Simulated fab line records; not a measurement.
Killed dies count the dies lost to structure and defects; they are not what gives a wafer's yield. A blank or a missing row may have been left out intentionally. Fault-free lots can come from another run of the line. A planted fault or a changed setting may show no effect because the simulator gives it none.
fab line records -- flow ritCmos
record lots=6, wafers=18, lastDay=8
route steps=202 shown PLDD@116 SPACER@125 NSD@131 PSD@142 SDANNEAL@153 M1@202
lots that met no fault: from a run of the same line without faults
startH: hours from the record's first day to the start of the lot's first wafer shown -- waitH: hours from the lot's prior step to this one -- " same as the row above -- L1.1+2: one row covering several wafers at once -- - no value present, or no start provided -- * or withheld: withheld -- < > ~ a bound
route shown NAME@n: a module of which the file shows steps, and the number in the route of the first -- usual: mean/standard deviation of fault-free wafers -- same: alike in all rows -- chamber/n: place in a boat -- sites: each site's reading -- _std_site: the values' standard deviation -- _edge_site: mean of outer sites minus mean of inner sites -- radiusMm: for every site, how far away it sits from the centre of the wafer -- mask NAME#n: copy n -- behind: tool/chamber where the wafer was last shaped -- hold: cause of the lot's hold/its duration in hours/its outcome -- device: names the non-switching transistor (n, p or np) -- end of line: the tests these same wafers got at the end of their route -- a step with no rows: only its recipe -- killed: not the wafer's yield, but the dies lost to structure and defects at the first sort -- map: a wafer's dies, marking killed ones x, the rest . and places with no die _
set.NAME: setting as actually run; set.NAME@STEP: the setting as run at that earlier step -- model.NAME: the simulator's own value behind a step, which no gauge read
a table for each step, a row for each wafer; lots at some steps of the route
services: from which hour (startH, from the record's first day; less than 0 if before it) a tool's chamber was out of use, for how many hours, and why
## steps
# step RIT_PLDD_SOFTBAKE_02
# recipe resist=NOVOLAK, tempC=90, timeS=60
# step RIT_PLDD_EXPOSE_03
# recipe maskId=M8, na=0.57, targetCdNm=40900, doseMj=250
# step RIT_PLDD_PEB_04
# recipe resist=NOVOLAK, tempC=withheld, timeS=withheld
# step RIT_PLDD_DEVELOP_05
# recipe resist=NOVOLAK, developTimeS=50, devTempC=23
# step RIT_PLDD_OVL_MEAS_06
# usual PLDD_OVL=0.1/1.6
lot.wafer,tool,chamber,startH,waitH,PLDD_OVL[nm]
L361.2,overlay-01,-,48.56,-,-1.1
L361.4,overlay-01,-,48.56,-,-2.1
L361.6,overlay-01,-,48.56,-,-0.6
L364.1,overlay-02,-,70.44,-,-0.1
L364.3,overlay-02,-,70.44,-,-0.8
L364.4,overlay-02,-,70.44,-,2.0
L367.4,overlay-02,-,84.25,-,-0.1
L367.5,overlay-02,-,84.25,-,0.6
L367.6,overlay-02,-,84.25,-,-1.2
L370.1,overlay-02,-,103.42,-,0.1
L370.3,overlay-02,-,103.42,-,-0.3
L370.6,overlay-02,-,103.42,-,0.2
L380.2,overlay-02,-,166.20,-,0.4
L380.4,overlay-02,-,166.20,-,0.2
L380.6,overlay-02,-,166.20,-,-0.2
L381.2,overlay-01,-,166.57,-,0.4
L381.5,overlay-01,-,166.57,-,2.7
L381.6,overlay-01,-,166.57,-,3.6
# step RIT_PLDD_HARDBAKE_07
# recipe resist=NOVOLAK, tempC=140, timeS=60
# step RIT_PLDD_IMPLANT_08
# recipe species=BF2, energyKev=20, doseCm2=9e+14, tiltDeg=7
# step RIT_PLDD_STRIP_09
# recipe chemistry=O2, timeS=180, resist=NOVOLAK, platenTempC=withheld, powerW=500, pressureMtorr=4000, o2FlowSccm=4000
# usual drypumpMotorCurrentA=5.7/0.52
lot.wafer,tool,chamber,startH,waitH,drypumpMotorCurrentA,rfHoursCounterH
L361.2,plasmaAsher-03,1,48.89,0.1,5.0,26
L361.4,plasmaAsher-03,1,48.89,0.1,5.0,-
L361.6,plasmaAsher-03,1,48.89,0.1,5.0,-
L364.1,plasmaAsher-02,1,70.78,0.1,5.5,44
L364.3,plasmaAsher-02,0,70.78,0.1,6.6,-
L364.4,plasmaAsher-02,1,70.78,0.1,5.5,-
L367.4,plasmaAsher-01,1,84.62,0.1,5.9,-
L367.5,plasmaAsher-01,1,84.62,0.1,5.9,-
L367.6,plasmaAsher-01,0,84.62,0.1,5.4,-
L370.1,plasmaAsher-01,1,103.76,0.1,5.9,47
L370.3,plasmaAsher-01,1,103.76,0.1,5.9,-
L370.6,plasmaAsher-01,0,103.76,0.1,5.4,-
L380.2,plasmaAsher-01,0,166.53,0.1,5.4,5
L380.4,plasmaAsher-01,1,166.53,0.1,6.0,-
L380.6,plasmaAsher-01,0,166.53,0.1,5.4,-
L381.2,plasmaAsher-03,0,166.90,0.1,6.3,37
L381.5,plasmaAsher-03,0,166.90,0.1,6.3,-
L381.6,plasmaAsher-03,1,166.90,0.1,5.0,-
# step RIT_PLDD_TW_MEAS_10
# usual PLDD_TW=2359/16
lot.wafer,tool,chamber,startH,waitH,PLDD_TW
L361.2,filmMetro-03,-,49.07,0.1,2365
L361.4,filmMetro-03,-,49.07,0.1,2339
L361.6,filmMetro-03,-,49.07,0.1,2348
L364.1,filmMetro-03,-,70.95,0.1,2354
L364.3,filmMetro-03,-,70.95,0.1,2355
L364.4,filmMetro-03,-,70.95,0.1,2357
L367.4,filmMetro-01,-,84.77,0.1,2335
L367.5,filmMetro-01,-,84.77,0.1,2340
L367.6,filmMetro-01,-,84.77,0.1,2343
L370.1,filmMetro-01,-,103.93,0.1,2350
L370.3,filmMetro-01,-,103.93,0.1,2361
L370.6,filmMetro-01,-,103.93,0.1,2360
L380.2,filmMetro-01,-,166.77,0.2,2335
L380.4,filmMetro-01,-,166.77,0.2,2338
L380.6,filmMetro-01,-,166.77,0.2,2342
L381.2,filmMetro-03,-,167.09,0.1,2385
L381.5,filmMetro-03,-,167.09,0.1,2386
L381.6,filmMetro-03,-,167.09,0.1,2384
# step RIT_SPACER_CLEAN_00
# recipe chemistry=SC1, mix=3:3:50, timeS=600, tempC=75
# step RIT_SPACER_CLEAN_01
# recipe chemistry=dHF, dilution=50:1, timeS=30
# step RIT_SPACER_CLEAN_02
# recipe chemistry=SC2, mix=3:3:50, timeS=600, tempC=75, dry=n2Spin
# step RIT_SPACER_CVD_03
# recipe material=Si3N4, targetThkNm=250, tempC=810, precursor=SiH2Cl2/NH3, timeS=3300, pressureMtorr=300, sih2cl2FlowSccm=60, nh3FlowSccm=150
# usual spikeTcCentreC=812.2/1.7, susceptorTempC=810.0/0.33
lot.wafer,tool,chamber,startH,waitH,spikeTcCentreC,susceptorTempC
L361.2,lpcvd-01,0,50.37,0.9,812.9,809.5
L361.4,lpcvd-01,0,50.37,0.9,814.0,809.4
L361.6,lpcvd-01,0,50.37,0.9,814.0,810.2
L364.1,lpcvd-01,0,71.41,0.0,813.7,810.3
L364.3,lpcvd-01,0,71.41,0.0,812.9,810.6
L364.4,lpcvd-01,0,71.41,0.0,813.0,810.3
L367.4,lpcvd-02,0,85.20,0.0,812.1,810.5
L367.5,lpcvd-02,0,85.20,0.0,812.4,809.9
L367.6,lpcvd-02,0,85.20,0.0,811.9,810.5
L370.1,lpcvd-02,0,104.37,0.0,811.1,810.2
L370.3,lpcvd-02,0,104.37,0.0,814.0,810.2
L370.6,lpcvd-02,0,104.37,0.0,812.5,810.0
L380.2,lpcvd-02,0,167.22,0.0,811.4,810.6
L380.4,lpcvd-02,0,167.22,0.0,814.1,810.0
L380.6,lpcvd-02,0,167.22,0.0,812.3,809.5
L381.2,lpcvd-01,0,168.63,1.1,814.9,809.6
L381.5,lpcvd-01,0,168.63,1.1,813.8,809.7
L381.6,lpcvd-01,0,168.63,1.1,814.5,810.0
# step RIT_SPACER_THK_MEAS_04
# recipe reads=Si3N4_of_SPACER_CVD_03
# usual SPACER_NITRIDE_THK=250.3/2.6
lot.wafer,tool,chamber,startH,waitH,SPACER_NITRIDE_THK[nm]
L361.2,filmMetro-03,-,52.29,0.0,255.3
L361.4,filmMetro-03,-,52.29,0.0,256.1
L361.6,filmMetro-03,-,52.29,0.0,256.0
L364.1,filmMetro-04,-,74.29,0.0,256.0
L364.3,filmMetro-04,-,74.29,0.0,255.5
L364.4,filmMetro-04,-,74.29,0.0,253.5
L367.4,filmMetro-01,-,87.15,0.0,250.1
L367.5,filmMetro-01,-,87.15,0.0,250.1
L367.6,filmMetro-01,-,87.15,0.0,250.3
L370.1,filmMetro-01,-,106.29,0.0,249.1
L370.3,filmMetro-01,-,106.29,0.0,250.1
L370.6,filmMetro-01,-,106.29,0.0,249.5
L380.2,filmMetro-03,-,169.15,0.0,247.1
L380.4,filmMetro-03,-,169.15,0.0,248.6
L380.6,filmMetro-03,-,169.15,0.0,248.8
L381.2,filmMetro-04,-,170.56,0.0,249.8
L381.5,filmMetro-04,-,170.56,0.0,251.1
L381.6,filmMetro-04,-,170.56,0.0,249.5
# step RIT_SPACER_ETCHBACK_05
# recipe targetDepthA=2500, SF6_flow_sccm=30, CHF3_flow_sccm=30, target=Si3N4, chemistry=SF6/CHF3, pressureMtorr=40, rfW=250, timeS=240, stopOn=SiO2
# usual drypumpMotorCurrentA=5.9/0.42, oesProductAu=0.844/0.015, throttleValvePct=10.33/0.15
lot.wafer,tool,chamber,startH,waitH,drypumpMotorCurrentA,oesProductAu,rfHoursCounterH,throttleValvePct
L361.2,rieDiel-03,0,52.34,0.0,5.5,0.867,112,10.44
L361.4,rieDiel-03,2,52.34,0.0,5.9,0.856,161,10.43
L361.6,rieDiel-03,2,52.34,0.0,5.9,0.861,-,10.43
L364.1,rieDiel-03,2,74.35,0.1,5.9,0.860,161,10.42
L364.3,rieDiel-03,3,74.35,0.1,6.2,0.871,60,10.36
L364.4,rieDiel-03,1,74.35,0.1,5.6,0.858,135,10.44
L367.4,rieDiel-04,0,87.18,0.0,5.7,0.854,37,10.03
L367.5,rieDiel-04,2,87.18,0.0,6.7,0.844,-,10.43
L367.6,rieDiel-04,3,87.18,0.0,5.6,0.837,-,10.44
L370.1,rieDiel-04,2,106.35,0.1,6.7,0.840,20,10.44
L370.3,rieDiel-04,0,106.35,0.1,5.7,0.853,37,10.05
L370.6,rieDiel-04,2,106.35,0.1,6.7,0.840,-,10.44
L380.2,rieDiel-04,2,169.20,0.0,6.7,0.843,21,10.42
L380.4,rieDiel-04,0,169.20,0.0,5.7,0.844,38,10.04
L380.6,rieDiel-04,0,169.20,0.0,5.7,0.840,-,10.04
L381.2,rieDiel-03,3,170.61,0.0,6.2,0.863,62,10.34
L381.5,rieDiel-03,1,170.61,0.0,5.6,0.850,-,10.45
L381.6,rieDiel-03,0,170.61,0.0,5.5,0.844,-,10.45
# step RIT_NSD_HMDS_00
# recipe primeTimeS=60, primeTempC=140
# step RIT_NSD_COAT_01
# recipe resist=NOVOLAK, spinRpm=3250, resistThkNm=1000
# step RIT_NSD_SOFTBAKE_02
# recipe resist=NOVOLAK, tempC=90, timeS=60
# step RIT_NSD_EXPOSE_03
# recipe maskId=M9, na=0.57, targetCdNm=40700, doseMj=250
# step RIT_NSD_PEB_04
# recipe resist=NOVOLAK, tempC=withheld, timeS=withheld
# step RIT_NSD_DEVELOP_05
# recipe resist=NOVOLAK, developTimeS=50, devTempC=23
# step RIT_NSD_OVL_MEAS_06
# usual NSD_OVL=0.5/1.5
lot.wafer,tool,chamber,startH,waitH,NSD_OVL[nm]
L361.2,overlay-01,-,53.67,-,0.1
L361.4,overlay-01,-,53.67,-,-0.6
L361.6,overlay-01,-,53.67,-,0.4
L364.1,overlay-02,-,75.47,-,-2.4
L364.3,overlay-02,-,75.47,-,-2.7
L364.4,overlay-02,-,75.47,-,-1.2
L367.4,overlay-02,-,88.32,-,3.0
L367.5,overlay-02,-,88.32,-,2.2
L367.6,overlay-02,-,88.32,-,2.9
L370.1,overlay-02,-,107.47,-,0.7
L370.3,overlay-02,-,107.47,-,1.1
L370.6,overlay-02,-,107.47,-,1.5
L380.2,overlay-02,-,170.21,-,2.7
L380.4,overlay-02,-,170.21,-,0.8
L380.6,overlay-02,-,170.21,-,2.0
L381.2,overlay-01,-,171.74,-,-2.5
L381.5,overlay-01,-,171.74,-,-1.1
L381.6,overlay-01,-,171.74,-,-0.3
# step RIT_NSD_HARDBAKE_07
# recipe resist=NOVOLAK, tempC=140, timeS=60
# step RIT_NSD_IMPLANT_08
# recipe species=P, energyKev=25, doseCm2=1e+15, tiltDeg=7
# step RIT_NSD_STRIP_09
# recipe chemistry=O2, timeS=180, resist=NOVOLAK, platenTempC=withheld, powerW=500, pressureMtorr=4000, o2FlowSccm=4000
# usual drypumpMotorCurrentA=5.8/0.42
lot.wafer,tool,chamber,startH,waitH,drypumpMotorCurrentA,rfHoursCounterH
L361.2,plasmaAsher-01,1,54.00,0.1,5.9,41
L361.4,plasmaAsher-01,0,54.00,0.1,5.4,-
L361.6,plasmaAsher-01,0,54.00,0.1,5.4,-
L364.1,plasmaAsher-04,1,75.81,0.1,6.1,42
L364.3,plasmaAsher-04,1,75.81,0.1,6.1,-
L364.4,plasmaAsher-04,0,75.81,0.1,5.4,-
L367.4,plasmaAsher-01,1,88.70,0.1,5.9,-
L367.5,plasmaAsher-01,0,88.70,0.1,5.4,-
L367.6,plasmaAsher-01,1,88.70,0.1,5.9,-
L370.1,plasmaAsher-01,1,107.81,0.1,6.0,47
L370.3,plasmaAsher-01,1,107.81,0.1,6.0,-
L370.6,plasmaAsher-01,1,107.81,0.1,5.9,-
L380.2,plasmaAsher-01,1,170.54,0.1,5.9,5
L380.4,plasmaAsher-01,1,170.54,0.1,6.0,-
L380.6,plasmaAsher-01,0,170.54,0.1,5.4,-
L381.2,plasmaAsher-04,1,172.07,0.1,6.1,52
L381.5,plasmaAsher-04,0,172.07,0.1,5.4,-
L381.6,plasmaAsher-04,1,172.07,0.1,6.1,-
# step RIT_NSD_TW_MEAS_10
# usual NSD_TW=3139/20
lot.wafer,tool,chamber,startH,waitH,NSD_TW
L361.2,filmMetro-03,-,54.19,0.1,3142
L361.4,filmMetro-03,-,54.19,0.1,3140
L361.6,filmMetro-03,-,54.19,0.1,3131
L364.1,filmMetro-02,-,75.98,0.1,3115
L364.3,filmMetro-02,-,75.98,0.1,3130
L364.4,filmMetro-02,-,75.98,0.1,3114
L367.4,filmMetro-02,-,88.84,0.1,3128
L367.5,filmMetro-02,-,88.84,0.1,3128
L367.6,filmMetro-02,-,88.84,0.1,3135
L370.1,filmMetro-02,-,107.99,0.1,3156
L370.3,filmMetro-02,-,107.99,0.1,3159
L370.6,filmMetro-02,-,107.99,0.1,3160
L380.2,filmMetro-02,-,170.72,0.1,3133
L380.4,filmMetro-02,-,170.72,0.1,3113
L380.6,filmMetro-02,-,170.72,0.1,3117
L381.2,filmMetro-01,-,172.25,0.1,3114
L381.5,filmMetro-01,-,172.25,0.1,3118
L381.6,filmMetro-01,-,172.25,0.1,3118
# step RIT_PSD_HMDS_00
# recipe primeTimeS=60, primeTempC=140
# step RIT_PSD_COAT_01
# recipe resist=NOVOLAK, spinRpm=3250, resistThkNm=1000
# step RIT_PSD_SOFTBAKE_02
# recipe resist=NOVOLAK, tempC=90, timeS=60
# step RIT_PSD_EXPOSE_03
# recipe maskId=M10, na=0.57, targetCdNm=40900, doseMj=250
# step RIT_PSD_PEB_04
# recipe resist=NOVOLAK, tempC=withheld, timeS=withheld
# step RIT_PSD_DEVELOP_05
# recipe resist=NOVOLAK, developTimeS=50, devTempC=23
# step RIT_PSD_OVL_MEAS_06
# usual PSD_OVL=1.0/1.3
lot.wafer,tool,chamber,startH,waitH,PSD_OVL[nm]
L361.2,overlay-01,-,55.09,-,-0.2
L361.4,overlay-01,-,55.09,-,1.2
L361.6,overlay-01,-,55.09,-,0.9
L364.1,overlay-01,-,77.02,-,2.4
L364.3,overlay-01,-,77.02,-,0.2
L364.4,overlay-01,-,77.02,-,0.8
L367.4,overlay-02,-,89.86,-,1.0
L367.5,overlay-02,-,89.86,-,-0.3
L367.6,overlay-02,-,89.86,-,-1.1
L370.1,overlay-02,-,108.90,-,1.5
L370.3,overlay-02,-,108.90,-,1.0
L370.6,overlay-02,-,108.90,-,0.1
L380.2,overlay-02,-,171.75,-,0.0
L380.4,overlay-02,-,171.75,-,3.0
L380.6,overlay-02,-,171.75,-,1.7
L381.2,overlay-02,-,173.28,-,1.3
L381.5,overlay-02,-,173.28,-,0.0
L381.6,overlay-02,-,173.28,-,1.1
# step RIT_PSD_HARDBAKE_07
# recipe resist=NOVOLAK, tempC=140, timeS=60
# step RIT_PSD_IMPLANT_08
# recipe species=BF2, energyKev=27, doseCm2=5e+15, tiltDeg=7
# step RIT_PSD_STRIP_09
# recipe chemistry=O2, timeS=180, resist=NOVOLAK, platenTempC=withheld, powerW=500, pressureMtorr=4000, o2FlowSccm=4000
# usual drypumpMotorCurrentA=5.7/0.46
lot.wafer,tool,chamber,startH,waitH,drypumpMotorCurrentA,rfHoursCounterH
L361.2,plasmaAsher-04,0,55.42,0.1,5.4,40
L361.4,plasmaAsher-04,0,55.42,0.1,5.4,-
L361.6,plasmaAsher-04,0,55.42,0.1,5.4,-
L364.1,plasmaAsher-04,0,77.37,0.1,5.4,42
L364.3,plasmaAsher-04,1,77.37,0.1,6.1,-
L364.4,plasmaAsher-04,0,77.37,0.1,5.4,-
L367.4,plasmaAsher-03,1,90.24,0.1,5.0,-
L367.5,plasmaAsher-03,0,90.24,0.1,6.3,-
L367.6,plasmaAsher-03,1,90.24,0.1,5.0,-
L370.1,plasmaAsher-04,0,109.23,0.1,5.4,46
L370.3,plasmaAsher-04,0,109.23,0.1,5.4,-
L370.6,plasmaAsher-04,0,109.23,0.1,5.4,-
L380.2,plasmaAsher-03,0,172.08,0.1,6.3,38
L380.4,plasmaAsher-03,1,172.08,0.1,5.0,-
L380.6,plasmaAsher-03,1,172.08,0.1,5.0,-
L381.2,plasmaAsher-03,1,173.61,0.1,5.0,38
L381.5,plasmaAsher-03,0,173.61,0.1,6.3,-
L381.6,plasmaAsher-03,1,173.61,0.1,5.0,-
# step RIT_PSD_TW_MEAS_10
# usual PSD_TW=3444/21
lot.wafer,tool,chamber,startH,waitH,PSD_TW
L361.2,filmMetro-03,-,55.61,0.1,3447
L361.4,filmMetro-03,-,55.61,0.1,3439
L361.6,filmMetro-03,-,55.61,0.1,3460
L364.1,filmMetro-02,-,77.54,0.1,3428
L364.3,filmMetro-02,-,77.54,0.1,3417
L364.4,filmMetro-02,-,77.54,0.1,3451
L367.4,filmMetro-03,-,90.39,0.1,3476
L367.5,filmMetro-03,-,90.39,0.1,3474
L367.6,filmMetro-03,-,90.39,0.1,3485
L370.1,filmMetro-02,-,109.41,0.1,3455
L370.3,filmMetro-02,-,109.41,0.1,3485
L370.6,filmMetro-02,-,109.41,0.1,3468
L380.2,filmMetro-03,-,172.27,0.1,3447
L380.4,filmMetro-03,-,172.27,0.1,3450
L380.6,filmMetro-03,-,172.27,0.1,3448
L381.2,filmMetro-02,-,173.80,0.1,3447
L381.5,filmMetro-02,-,173.80,0.1,3441
L381.6,filmMetro-02,-,173.80,0.1,3430
# step RIT_SDANNEAL_CLEAN_00
# recipe chemistry=SC1, mix=3:3:50, timeS=600, tempC=75
# step RIT_SDANNEAL_CLEAN_01
# recipe chemistry=dHF, dilution=50:1, timeS=30
# step RIT_SDANNEAL_CLEAN_02
# recipe chemistry=SC2, mix=3:3:50, timeS=600, tempC=75, dry=n2Spin
# step RIT_SDANNEAL_RTA_03
# recipe tempC=1050, timeS=5, idleTempC=600, rampUpCPerS=342, rampDownCPerS=171, coolToC=600, ambient=N2
# usual annealTempCMax=1056.6/1.5, wafer_temp_C_max=1053.3/1
lot.wafer,tool,chamber,startH,waitH,annealTempCMax,wafer_temp_C_max
L361.2,rtpAnneal-01,0,56.03,0.0,1058.5,1054.0
L361.4,rtpAnneal-01,0,56.03,0.0,1057.9,1052.9
L361.6,rtpAnneal-01,0,56.03,0.0,1057.3,1054.1
L364.1,rtpAnneal-02,0,77.97,0.0,1055.5,1054.8
L364.3,rtpAnneal-02,0,77.97,0.0,1054.7,1053.3
L364.4,rtpAnneal-02,0,77.97,0.0,1056.3,1053.2
L367.4,rtpAnneal-01,0,90.82,0.0,1057.8,1054.4
L367.5,rtpAnneal-01,0,90.82,0.0,1057.0,1053.6
L367.6,rtpAnneal-01,0,90.82,0.0,1058.6,1055.5
L370.1,rtpAnneal-02,0,109.85,0.0,1055.2,1053.1
L370.3,rtpAnneal-02,0,109.85,0.0,1054.7,1054.6
L370.6,rtpAnneal-02,0,109.85,0.0,1056.9,1053.8
L380.2,rtpAnneal-02,0,172.71,0.0,1056.3,1053.5
L380.4,rtpAnneal-02,0,172.71,0.0,1055.2,1051.7
L380.6,rtpAnneal-02,0,172.71,0.0,1055.2,1053.5
L381.2,rtpAnneal-01,0,174.24,0.0,1057.7,1053.2
L381.5,rtpAnneal-01,0,174.24,0.0,1057.9,1053.0
L381.6,rtpAnneal-01,0,174.24,0.0,1057.8,1053.9
# step RIT_SDANNEAL_RS_MEAS_04
# recipe thkMeasGauge=four-point-probe
# usual PSD_RS=115.9/0.32
lot.wafer,tool,chamber,startH,waitH,PSD_RS[ohm/sq]
L361.2,filmMetro-02,-,56.10,0.1,115.9
L361.4,filmMetro-02,-,56.10,0.1,115.6
L361.6,filmMetro-02,-,56.10,0.1,115.8
L364.1,filmMetro-03,-,78.03,0.0,115.8
L364.3,filmMetro-03,-,78.03,0.0,115.6
L364.4,filmMetro-03,-,78.03,0.0,115.8
L367.4,filmMetro-03,-,90.90,0.1,116.7
L367.5,filmMetro-03,-,90.90,0.1,116.3
L367.6,filmMetro-03,-,90.90,0.1,116.6
L370.1,filmMetro-01,-,109.91,0.0,116.0
L370.3,filmMetro-01,-,109.91,0.0,116.0
L370.6,filmMetro-01,-,109.91,0.0,115.9
L380.2,filmMetro-02,-,172.78,0.1,115.7
L380.4,filmMetro-02,-,172.78,0.1,115.4
L380.6,filmMetro-02,-,172.78,0.1,115.4
L381.2,filmMetro-03,-,174.31,0.1,115.8
L381.5,filmMetro-03,-,174.31,0.1,115.5
L381.6,filmMetro-03,-,174.31,0.1,115.6
# step RIT_M1_PROBE_99
# usual killedAtContacts=0.1/0.24, killedAtFrontEnd=7/3.1, killedDies=7/3.1, killedOnRim=1.9/1.3, killedOpen=3.3/1.9, killedShort=3.9/2.1
# same grossDies=264, killed_at_M0_to_M3=0, killed_at_M4_up=0, killedAtBackSide=0, killedAtOther=0
lot.wafer,tool,chamber,startH,waitH,killedAtContacts,killedAtFrontEnd,killedDies,killedOnRim,killedOpen,killedShort
L361.2,prober-02,-,63.40,0.1,0,5,5,2,2,2
L361.4,prober-02,-,63.50,0.2,0,4,4,0,2,2
L361.6,prober-02,-,63.60,0.2,0,8,8,3,4,4
L367.4,prober-02,-,98.39,0.2,0,32,32,11,5,8
L367.5,prober-02,-,98.44,0.2,0,22,22,10,3,2
L367.6,prober-02,-,98.49,0.2,0,26,26,11,6,4
L370.1,prober-01,-,117.59,0.1,0,22,22,8,1,2
L370.3,prober-01,-,117.69,0.2,0,33,33,9,6,5
L370.6,prober-01,-,117.84,0.2,1,31,32,16,3,8
L380.2,prober-01,-,180.46,0.1,0,6,6,2,2,4
L380.4,prober-01,-,180.56,0.2,0,12,12,3,4,8
L380.6,prober-01,-,180.66,0.2,0,3,3,1,1,2
L381.2,prober-02,-,181.96,0.1,0,2,2,1,1,1
L381.5,prober-02,-,182.11,0.2,0,6,6,1,0,6
L381.6,prober-02,-,182.16,0.2,0,6,6,0,2,4
# killed by level:class
L361.2 GATE:geometricParticle:short=2 GATE:geometricParticle:open=1 SPACER:geometricParticle:open=1 PWELL:coatMicrobubblePrinted=1
L361.4 GATE:geometricParticle:short=2 GATE:geometricParticle:open=1 SPACER:geometricParticle:open=1
L361.6 GATE:geometricParticle:open=2 REOX:geometricParticle:short=2 REOX:geometricParticle:open=1 SPACER:geometricParticle:short=1 SILICIDE:geometricParticle:short=1 SILICIDE:geometricParticle:open=1
L367.4 SPACER:unspecified=19 GATE:geometricParticle:short=4 FOX1:geometricParticle:short=3 GATE:geometricParticle:open=2 FOX1:geometricParticle:open=1 SILICIDE:geometricParticle:open=1 REOX:geometricParticle:open=1 SILICIDE:geometricParticle:short=1
L367.5 SPACER:unspecified=17 SILICIDE:geometricParticle:open=2 GATE:geometricParticle:short=1 GATE:geometricParticle:open=1 SILICIDE:geometricParticle:short=1
L367.6 SPACER:unspecified=16 GATE:geometricParticle:open=4 GATE:geometricParticle:short=2 FOX2:geometricParticle:open=1 SPACER:geometricParticle:short=1 SILICIDE:geometricParticle:open=1 SILICIDE:geometricParticle:short=1
L370.1 SPACER:unspecified=19 GATE:geometricParticle:short=1 SPACER:geometricParticle:open=1 SILICIDE:geometricParticle:short=1
L370.3 SPACER:unspecified=20 GATE:geometricParticle:short=3 SPACER:geometricParticle:open=2 SILICIDE:geometricParticle:open=2 FOX1:geometricParticle:short=1 FOX2:geometricParticle:short=1 FOX2:geometricParticle:open=1 GATE:geometricParticle:open=1
L370.6 SPACER:unspecified=20 GATE:geometricParticle:short=3 SPACER:geometricParticle:open=2 SILICIDE:geometricParticle:short=2 FOX1:geometricParticle:open=1 FOX1:geometricParticle:short=1 SPACER:geometricParticle:short=1 CONTACT:geometricParticle:short=1
L380.2 SPACER:geometricParticle:short=3 FOX1:geometricParticle:short=1 GATE:geometricParticle:open=1 SPACER:geometricParticle:open=1
L380.4 GATE:geometricParticle:open=3 GATE:geometricParticle:short=3 SPACER:geometricParticle:short=3 FOX1:geometricParticle:open=1 REOX:geometricParticle:short=1 SILICIDE:geometricParticle:short=1
L380.6 GATE:geometricParticle:short=1 SILICIDE:geometricParticle:short=1 SILICIDE:geometricParticle:open=1
L381.2 FOX2:geometricParticle:short=1 REOX:geometricParticle:open=1
L381.5 GATE:geometricParticle:short=4 FOX1:geometricParticle:short=1 FOX2:geometricParticle:short=1
L381.6 FOX1:geometricParticle:short=2 REOX:geometricParticle:short=2 FOX1:geometricParticle:open=1 FOX2:geometricParticle:open=1
# map L367.4 (x killed, . not)
________.x....._______
_____..........x..____
____....x..........___
___......x..........__
__.x................._
__...........x......._
_............x........
_.....................
_.....................
_..........x.....xxx..
__.......x.....x.xxxx_
__.............xxxxxx_
___..x.......x.x.xxx__
____.............xx___
_____..x..........____
________......._______
# map L370.3 (x killed, . not)
________......._______
_____........x....____
____....x..........___
___.................__
__..x...x.........x.._
__........x.........._
_....xx.x.x...........
_.....................
_..........x.....x....
_.......x.......x..x.x
__..............xxxxx_
__..............xxxxx_
___.............xxxx__
____.............xx___
_____............x____
________......._______
## services
tool,chamber,startH,hours,kind
plasmaAsher-03,-,27.16,14.6,pm
plasmaAsher-04,-,35.24,10.0,pm
plasmaAsher-02,-,44.58,1.2,repair
plasmaAsher-04,-,47.58,3.2,repair
rieDiel-03,3,58.70,7.6,repair
rieDiel-03,-,62.19,4.3,pm
rieDiel-03,1,81.59,80.9,repair
plasmaAsher-02,-,92.16,14.6,pm
rieDiel-04,2,107.10,10.3,repair
plasmaAsher-01,-,108.75,9.0,pm
plasmaAsher-01,0,108.75,9.0,ventCycle
plasmaAsher-01,1,108.75,9.0,ventCycle
plasmaAsher-03,-,112.93,2.7,repair
rieDiel-03,0,113.14,5.3,repair
plasmaAsher-04,-,116.94,2.9,repair
plasmaAsher-01,0,117.75,-,clean
plasmaAsher-01,1,117.75,-,clean
lpcvd-01,-,121.78,2.5,repair
lpcvd-01,-,127.36,2.8,pm
rieDiel-03,2,139.80,4.2,repair
rieDiel-03,2,162.45,-,clean
rieDiel-03,2,162.45,16.6,scheduledDown
plasmaAsher-04,-,167.00,0.6,repair
plasmaAsher-02,-,168.22,6.6,repair
## key
firstSign step=RIT_M1_PROBE_99, reading=killedAtFrontEnd, direction=up, sigmas=6.7, usual=7, struck=28
effect step=RIT_M1_PROBE_99, reading=killedDies, direction=up, sigmas=6.7, usual=7, struck=28
metAt RIT_SPACER_CVD_03
struckWafers L367.4,L367.5,L367.6,L370.1,L370.3,L370.6
testerLeftOut L367,L370
fault kind=chamberParticleSource, tool=lpcvd-02, chamber=-, onsetH=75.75, steps=RIT_SPACER_CVD_03, ratePerVisitCm2=0.64964, endH=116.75
# testerLeftOut: of these lots the tester's yield and bins aren't shown, on N5 and GAA mostly nor the transistor test; their killed dies are dies lost to structure and defects alone, not to doping, threshold or leakage, so they don't give the yield
